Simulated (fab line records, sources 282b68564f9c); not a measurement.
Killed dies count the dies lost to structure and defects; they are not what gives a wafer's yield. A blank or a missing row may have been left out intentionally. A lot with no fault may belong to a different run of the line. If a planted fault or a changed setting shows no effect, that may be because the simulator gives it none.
Problem report in the 8D (eight disciplines) form, filled by code || flow rit-cmos || the parts of the form that need people (team, actions taken, sign-off) are left out

1. PROBLEM STATEMENT
Wafers without a fault read 89.04 s, standard deviation 0.13; run-length-s at RIT_NRETRO_SOFTBAKE_02 reads a mean of 94.52 s on 6 wafers belonging to 2 lots. That puts it +42 standard deviations away from the usual mean.
The step: time 60 s.
Earliest sighting: wafer L247.2 on litho-track-01 at day 5 02:26. The record has a number at this step for 36 wafers belonging to 12 lots. Rule for "out", or "out of limits": more than 4 standard deviations from the usual mean. All remaining wafers that have a number are taken as sound.

2. WHAT IT IS AND WHAT IT IS NOT
{"question": "which readings at this step", "is": "run-length-s", "is not": "plate-temp-C"}
{"question": "which lots", "is": "L247, L249", "is not": "L233, L234, L235, L236, L237, L238, L239, L253, L254, L256"}
{"question": "which wafers of those lots", "is": "all that have a number", "is not": "-"}
{"question": "read on which tools", "is": "litho-track-01", "is not": "litho-track-02, litho-track-04"}
{"question": "when", "is": "from day 5 02:26", "is not": "up to then (21 sound wafers); but 9 sound wafers of L253, L254, L256 came after"}

3. WHAT RULES OUT EACH SUSPECT
Counting: a tool stays on the suspect list if, at a process step up to the reading, it processed all lots that are out and no sound lot following the first of them.
- litho-track-01 at RIT_NRETRO_SOFTBAKE_02 (time 60 s): kept. All lots that are out passed through it, beginning with L247 at day 5 02:26, and no sound lot followed; its final sound lot before that point was L239 at day 3 12:27. On those wafers its own readings are out: run-length-s.
Remaining after the count: litho-track-01 at RIT_NRETRO_SOFTBAKE_02.

4. THE CAUSE (what the simulator had put in)
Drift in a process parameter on litho-track-01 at RIT_NRETRO_SOFTBAKE_02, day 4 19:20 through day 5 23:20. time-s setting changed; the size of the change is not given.
Counting left only this tool.

5. THE EFFECT CHAIN, in route order
Each row: a reading where the mean over the struck wafers with a number is more than 3 standard deviations away from the usual. Only readings for which the record gives a usual standard deviation are gone through. hours: the time from each lot's start at the first step in this table that gives one to its start at this step, as a median over the lots. sigmas: the change in usual standard deviations.
{"hours": 0, "step": "RIT_NRETRO_SOFTBAKE_02", "reading": "run-length-s", "usual": "89.04 s", "on struck wafers": 94.52, "change": "+5.48", "sigmas": "+42"}
It contains these process steps:
- RIT_NRETRO_SOFTBAKE_02: time 60 s.

6. HOW IT WOULD HAVE BEEN CAUGHT EARLIER
In this record the first reading out of limits was taken at day 5 02:26, 7 hours after the fault began at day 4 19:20.
